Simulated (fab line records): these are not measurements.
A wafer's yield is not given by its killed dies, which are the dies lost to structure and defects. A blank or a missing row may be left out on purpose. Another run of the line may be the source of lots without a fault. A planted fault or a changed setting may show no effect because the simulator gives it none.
Split-lot trial + flow rit_cmos + on a route of 202 steps: 5 lots, 23 wafers read

== ABOUT THE SPLIT ==
At RIT_CONTACT_DEVELOP_07 (develop time 120 s), the setting develop_time_s was moved away from the recipe's 120 s on 5 of the 23 wafers read, by -7.6% to -4.8%. All remaining wafers had this setting at the recipe value.

== FROM THE SPLIT TO THE READING: what the file shows between them, 4 steps ==
- RIT_CONTACT_CD_MEAS_08: target cd 1000 nm
- RIT_CONTACT_HARDBAKE_10: time 60 s
- RIT_CONTACT_ETCH_11: etches SiO2 in CHF3/CF4/Ar, stops on TiSi2, target depth 480 nm, time 320 s
- RIT_CONTACT_STRIP_12: strips in O2, time 180 s

== THE READING ==
At RIT_CONTACT_CD_MEAS_90: cd_nm in nanometres, against a target cd of 1000 nm. On this fab line, fault-free wafers typically give 1000.1 nm with a standard deviation of 2.2 nm.

| wafer  | tool, chamber at the split | develop_time_s as run, s | against the recipe | cd_nm, nm | against lot-mates on the recipe |
|--------|----------------------------|--------------------------|--------------------|-----------|---------------------------------|
| L077.2 | litho_track-04, 0          | 120                      | recipe             | 997.9     | -                               |
| L077.4 | litho_track-04, 0          | 120                      | recipe             | 1000.9    | -                               |
| L077.5 | litho_track-04, 0          | 120                      | recipe             | 1001.4    | -                               |
| L078.1 | litho_track-03, 0          | 120                      | recipe             | 1004.4    | -                               |
| L078.3 | litho_track-03, 0          | 120                      | recipe             | 1004.1    | -                               |
| L078.4 | litho_track-03, 0          | 120                      | recipe             | 1004.9    | -                               |
| L078.5 | litho_track-03, 0          | 120                      | recipe             | 1004.2    | -                               |
| L078.6 | litho_track-03, 0          | 120                      | recipe             | 1002.3    | -                               |
| L079.1 | litho_track-03, 0          | 120                      | recipe             | 998.7     | -                               |
| L079.2 | litho_track-03, 0          | 110.9                    | -7.6%              | 990.4     | -8.7                            |
| L079.3 | litho_track-03, 0          | 120                      | recipe             | 999.9     | -                               |
| L079.5 | litho_track-03, 0          | 110.9                    | -7.6%              | 992.3     | -6.8                            |
| L079.6 | litho_track-03, 0          | 120                      | recipe             | 998.6     | -                               |
| L080.1 | litho_track-02, 0          | 114.2                    | -4.8%              | 996.7     | -4.8                            |
| L080.2 | litho_track-02, 0          | 120                      | recipe             | 1001.9    | -                               |
| L080.3 | litho_track-02, 0          | 120                      | recipe             | 1001.0    | -                               |
| L080.5 | litho_track-02, 0          | 114.2                    | -4.8%              | 997.3     | -4.2                            |
| L080.6 | litho_track-02, 0          | 114.2                    | -4.8%              | 996.1     | -5.4                            |
| L084.1 | litho_track-02, 0          | 120                      | recipe             | 1003.5    | -                               |
| L084.2 | litho_track-02, 0          | 120                      | recipe             | 1001.6    | -                               |
| L084.3 | litho_track-02, 0          | 120                      | recipe             | 1003.3    | -                               |
| L084.4 | litho_track-02, 0          | 120                      | recipe             | 1001.4    | -                               |
| L084.5 | litho_track-02, 0          | 120                      | recipe             | 1002.7    | -                               |

FIT RESULTS
A straight line over all 23 wafers: cd_nm changes by +1.27 nm for each +1% of develop_time_s; r = +0.86; the points scatter about the line by 2 nm.
The same after taking each lot's own level away (the mean of its wafers on the recipe; 23 wafers): +1.01 nm for each +1%; r = +0.94; scatter 0.95 nm.
The reading moves by 7.6 nm for the largest change in develop_time_s, on that fit.
From 999.07 to 1003.98 nm: that is the span of the lots' own levels, equal to 2.2 times the standard deviation above.
So the lot-to-lot level changes the slope: the two fits differ.
Check: -7.14 nm against its lot-mates is what the line predicts for one of the wafers moved furthest among these (-7.6%) when that wafer is left out of the fit. It came out at -8.67 nm against them.

== OTHER SPLITS APPLIED TO THESE WAFERS ==
These wafers also went through other splits before the reading. Each is held against what the fit with the lots' levels taken away leaves over:
| other split on the same wafers | wafers away from the commonest value | r with cd_nm (lot level and that fit taken away) |
|--------------------------------|--------------------------------------|--------------------------------------------------|
| RIT_PSD_IMPLANT_08 energy_kev  | 9                                    | -0.01                                            |
| RIT_CONTACT_CVD_00 time_s      | 8                                    | -0.15                                            |

== THE WHOLE CHAIN: every reading that the file lists as answering this split, in the file's order ==
| step                   | what it does                                                                | reading                                                        | change (the file's fit)               | r (the file's) |
|------------------------|-----------------------------------------------------------------------------|----------------------------------------------------------------|---------------------------------------|----------------|
| RIT_CONTACT_CD_MEAS_08 | target cd 1000 nm                                                           | cd_nm                                                          | +1.01 nm for each +1% of the setting  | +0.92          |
| RIT_CONTACT_ETCH_11    | etches SiO2 in CHF3/CF4/Ar, stops on TiSi2, target depth 480 nm, time 320 s | CONTACT.cd_nm (the simulator's own value, which no gauge read) | +0.979 nm for each +1% of the setting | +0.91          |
| RIT_CONTACT_CD_MEAS_90 | target cd 1000 nm                                                           | cd_nm                                                          | +1.01 nm for each +1% of the setting  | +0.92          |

== THE FILE'S OWN FIT ==
cd_nm changes by +1.01 nm for each +1% of develop_time_s, r = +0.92.
